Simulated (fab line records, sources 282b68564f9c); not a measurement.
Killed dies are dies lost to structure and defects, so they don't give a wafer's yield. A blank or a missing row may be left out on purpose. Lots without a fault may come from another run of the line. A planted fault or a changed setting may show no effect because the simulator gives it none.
A struck lot beside a sound one | flow rit_cmos | 15 steps out of a route of 202
Sound: wafers L575.2, L575.3, L575.6. Struck: wafers L583.1, L583.5, L583.6. The cause comes at the end.
At each step with rows: each side's tool, then ch and its chambers, then its first start. Under that, the readings that differ: sound wafers | struck wafers | difference of the means | sigmas: that difference in standard deviations of wafers without a fault.
alike: readings whose means differ by less than 2 such deviations, and words and numbers that are the same on both sides. not compared: withheld readings, readings that some wafer has no value for, bounds like >300 that may hide the same value, and numbers for which the record gives no deviation and whose values overlap.
The two part at a step that has a row with sigmas, a row that says differs or no value, or rows on one side only. Numbers that don't overlap but have no deviation are shown without sigmas and don't part them. A reading that every wafer of one side lacks parts them only if that side has two wafers or more.

RIT_SPACER_ETCHBACK_05: etches Si3N4 in SF6/CHF3, stops on SiO2, target depth 250 nm, time 240 s.
  sound on rie_diel-02 ch 0,1,2, day 3 20:44; struck on rie_diel-02 ch 0,3, day 5 12:38
  alike: drypump_motor_current_A, oes_product_au, throttle_valve_pct
  not compared: rf_hours_counter_h
then, 6 steps without rows for these wafers: RIT_NSD_HMDS_00 (prime time 60 s); RIT_NSD_COAT_01 (resist thk 1000 nm); RIT_NSD_SOFTBAKE_02 (time 60 s); RIT_NSD_EXPOSE_03 (exposes mask M9, target cd 40700 nm); RIT_NSD_PEB_04; RIT_NSD_DEVELOP_05 (develop time 50 s).
RIT_NSD_OVL_MEAS_06:
  sound on overlay-01, day 3 21:56; struck on overlay-01, day 5 13:38
  reading      | sound       | struck         | difference | sigmas
  NSD_OVL (nm) | 1.1 3.7 3.1 | -1.3 -1.0 -2.7 | -4.3       | -3
then, 2 steps without rows for these wafers: RIT_NSD_HARDBAKE_07 (time 60 s); RIT_NSD_IMPLANT_08.
RIT_NSD_STRIP_09: strips in O2, time 180 s.
  sound on plasma_asher-03 ch 0,1, day 3 22:16; struck on plasma_asher-02 ch 0,1, day 5 13:58
  alike: drypump_motor_current_A, o2_flow_sccm
  not compared: rf_hours_counter_h
RIT_NSD_TW_MEAS_10:
  sound on film_metro-02, day 3 22:26; struck on film_metro-01, day 5 14:08
  alike: NSD_TW
RIT_PSD_HMDS_00: prime time 60 s.
  sound on litho_track-04 ch 0, day 3 22:38; struck on litho_track-04 ch 0, day 5 14:12
  reading          | sound                | struck               | difference | sigmas
  prime_temp_c (C) | 140.25 139.98 140.13 | 146.40 146.36 146.54 | +6.31      | +49
then, 1 step without rows for these wafers: RIT_PSD_COAT_01 (resist thk 1000 nm).
RIT_M1_PROBE_99:
  the record has rows for the sound wafers here (prober-01, day 4 08:28) and none for the struck ones

WHERE THEY PART
First at RIT_NSD_OVL_MEAS_06; last, within this record, at RIT_M1_PROBE_99.

WHY: what the simulator had put in
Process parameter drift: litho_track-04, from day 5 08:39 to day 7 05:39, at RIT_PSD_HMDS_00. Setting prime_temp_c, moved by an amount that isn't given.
